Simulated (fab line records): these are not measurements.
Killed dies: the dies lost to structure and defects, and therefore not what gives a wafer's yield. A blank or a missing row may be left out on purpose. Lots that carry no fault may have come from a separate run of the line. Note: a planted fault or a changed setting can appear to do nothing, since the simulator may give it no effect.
Check of tool commonality | flow ritCmos | 11 lots, 33 wafers sampled

== REASON IT WAS OPENED ==
On 1 of the 11 lots, a flag is raised at RIT_CONTACT_CD_MEAS_08 on the reading cdNm. Fault-free wafers read 999.7 nm, with a standard deviation of 2.3.
Rule: flag the lot when none of its wafers has a number, or when each of its wafers that has one lies beyond 4 standard deviations from that mean. As for the other lots, they are considered sound.

lot  | measured    | on       | cdNm (nm), wafer by wafer | flag
L705 | day 3 04:31 | cdSem-02 | 1000.6 1000.3 1000.6      | 
L706 | day 3 11:06 | cdSem-01 | 1002.4 1000.0 1002.8      | 
L707 | day 3 15:56 | cdSem-02 | 995.8 994.5 997.0         | 
L708 | day 3 20:46 | cdSem-02 | 1000.2 1001.5 1000.1      | 
L709 | day 4 00:49 | cdSem-02 | 994.9 994.0 993.7         | 
L710 | day 4 05:55 | cdSem-02 | 1003.0 1002.5 1002.2      | 
L711 | day 4 09:25 | cdSem-01 | 998.0 997.3 999.8         | 
L719 | day 6 04:17 | cdSem-02 | 1011.8 1020.4 1027.7      | FLAGGED
L722 | day 6 17:42 | cdSem-02 | 996.6 998.0 998.9         | 
L724 | day 7 07:25 | cdSem-01 | 1001.8 1002.3 1000.9      | 
L726 | day 7 15:40 | cdSem-02 | 998.3 996.1 1000.2        | 
The numbers of the flagged lots are 1020.0 nm on average: +20.3 nm against the usual, or +9 standard deviations.

== WHICH TOOL RAN EACH LOT ==
The record keeps 1 process step preceding the reading, out of 202 steps on the route. Every cell lists first the tool, next ch and the chambers used by the sampled wafers, and last the start.
lot  | flag    | RIT_CONTACT_EXPOSE_05
L705 |         | ilineStepper-01 ch 0, day 3 03:56
L706 |         | ilineStepper-02 ch 0, day 3 10:35
L707 |         | ilineStepper-01 ch 0, day 3 15:26
L708 |         | ilineStepper-02 ch 0, day 3 20:15
L709 |         | ilineStepper-02 ch 0, day 4 00:18
L710 |         | ilineStepper-01 ch 0, day 4 05:24
L711 |         | ilineStepper-02 ch 0, day 4 08:55
L719 | FLAGGED | ilineStepper-01 ch 0, day 6 03:47
L722 |         | ilineStepper-02 ch 0, day 6 17:11
L724 |         | ilineStepper-02 ch 0, day 7 06:53
L726 |         | ilineStepper-02 ch 0, day 7 15:08
What is done by these steps:
- RIT_CONTACT_EXPOSE_05: exposes mask M11, target cd 1000 nm.
- RIT_CONTACT_CD_MEAS_08: target cd 1000 nm.

== FLAGGED OVER TOTAL, TOOL BY TOOL (the gauges that took the reading come last) ==
step                   | tool            | lots run | flagged | share of the flagged lots | sound lots run after its first flagged lot
RIT_CONTACT_EXPOSE_05  | ilineStepper-01 | 4        | 1       | all                       | 0
RIT_CONTACT_EXPOSE_05  | ilineStepper-02 | 7        | 0       | none                      | -
RIT_CONTACT_CD_MEAS_08 | cdSem-01        | 3        | 0       | none                      | -
RIT_CONTACT_CD_MEAS_08 | cdSem-02        | 8        | 1       | all                       | 2 (L722,L726)

== WHAT THE TABLE PERMITS ==
Every flagged lot went through 2 rows of the table: ilineStepper-01 at RIT_CONTACT_EXPOSE_05 and cdSem-02 at RIT_CONTACT_CD_MEAS_08.
- ilineStepper-01 at RIT_CONTACT_EXPOSE_05: 1 of its 4 lots flagged. Its last sound lot is L710 (day 4 05:24), its first flagged lot L719 (day 6 03:47): a fault that began between those two fits. Its own readings lie more than 4 standard deviations out on every wafer of the flagged lots: exposureDoseMJCm2.
- cdSem-02 at RIT_CONTACT_CD_MEAS_08: 1 of its 8 lots flagged. Sound lots followed the first flagged one (L722, L726) on it, something a lasting fault affecting the whole tool could not allow.
What remains is a single tool, ilineStepper-01 at RIT_CONTACT_EXPOSE_05.

== WHAT THE SIMULATOR HAD PUT IN ==
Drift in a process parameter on ilineStepper-01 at RIT_CONTACT_EXPOSE_05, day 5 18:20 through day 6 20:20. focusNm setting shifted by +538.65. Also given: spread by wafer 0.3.
Struck lots among those shown: L719. The rule given above showed the same thing.
